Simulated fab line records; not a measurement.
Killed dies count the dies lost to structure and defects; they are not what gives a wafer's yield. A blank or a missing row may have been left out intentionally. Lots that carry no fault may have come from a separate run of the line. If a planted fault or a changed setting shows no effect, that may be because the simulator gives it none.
8D (eight disciplines) problem report, filled in by code | flow berkeley cmos170 | the parts of the form that need people (team, actions taken, sign-off) are left out

## 1. WHAT WENT WRONG
At UCB170_PWELL_ETCH_14, oes product au averages 0.749 a.u. over 2 wafers from 2 lots, while fault-free wafers read 0.939 a.u., standard deviation 0.015. That is -13 standard deviations from the usual mean.
The step: etches Si3N4 in CH3F/Ar/O2, stops on SiO2, target depth 242 nm, time 151 s.
The first sign was on wafer L268.5 at day 4 00:23, on rie diel-02. The record has a number at this step for 42 wafers belonging to 14 lots. Rule for "out" (also "out of limits"): further than 4 standard deviations from the usual mean. All remaining wafers that have a number are taken as sound.

## 2. WHAT THIS IS AND IS NOT
question                    | is               | is not
which readings at this step | oes product au   | drypump motor current A, throttle valve pct
which lots                  | L268, L269       | L262, L264, L265, L266, L267, L271, L275, L279, L280, L282, L283, L284
which wafers of those lots  | L268.5, L269.5   | L268.2, L268.6, L269.3, L269.6
read on which tools         | rie diel-02      | rie diel-03, rie diel-04
when                        | from day 4 00:23 | up to then (14 sound wafers); but 26 sound wafers of L267, L269, L271, L275, L279, L280, L282, L283, L284 came after

## 3. SUSPECTS, AND WHAT RULES EACH OUT
Counting: any tool at a process step up to the reading remains a suspect provided it ran every lot that is out. Sound lots after the first of them don't rule it out here, since some wafers of a struck lot are sound.
- rie diel-02 at UCB170_NWELL_ETCH_13 (etches Si3N4 in CH3F/Ar/O2, stops on SiO2, target depth 246.4 nm, time 154 s): kept. Every lot that is out went through it, the first being L268 (day 3 07:04); the last sound lot it ran before that was L264 (day 2 18:33).
- rie diel-02 at UCB170_PWELL_ETCH_14 (etches Si3N4 in CH3F/Ar/O2, stops on SiO2, target depth 242 nm, time 151 s): kept. Every lot that is out went through it, the first being L268 (day 4 00:23); the last sound lot it ran before that was L266 (day 3 15:00). Its own oes product au readings are out on those wafers.
- In rie diel-02 at UCB170_PWELL_ETCH_14, the wafers that are out were processed in chamber 3 and their sound lot-mates in chambers 0, 1, 2.
What counting leaves: rie diel-02 at UCB170_NWELL_ETCH_13 and rie diel-02 at UCB170_PWELL_ETCH_14.

## 4. THE CAUSE (what the simulator had put in)
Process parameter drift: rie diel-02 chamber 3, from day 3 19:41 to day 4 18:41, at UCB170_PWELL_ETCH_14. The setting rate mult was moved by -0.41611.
After counting, 2 suspects remain, this tool included.

## 5. THE EFFECT CHAIN, in route order
Each row: a reading where the mean over the struck wafers with a number is more than 3 standard deviations away from the usual. Only readings for which the record gives a usual standard deviation are gone through. hours: the time from each lot's start at the first step in this table that gives one to its start at this step, as a median over the lots. sigmas: the change in usual standard deviations.
hours | step                  | reading                  | usual      | on struck wafers | change | sigmas
0     | UCB170_PWELL_ETCH_14  | oes product au           | 0.939 a.u. | 0.749            | -0.190 | -13
0     | UCB170_PWELL_STRIP_16 | strip time to endpoint s | 18.06 s    | 19.66            | +1.61  | +18
Process steps it contains:
- UCB170_PWELL_ETCH_14: etches Si3N4 in CH3F/Ar/O2, stops on SiO2, target depth 242 nm, time 151 s.
- UCB170_PWELL_STRIP_16: strips in O2.

## 6. WHAT WOULD HAVE CAUGHT IT SOONER
First out-of-limits reading in this record: day 4 00:23, which is 5 hours after fault onset at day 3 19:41.
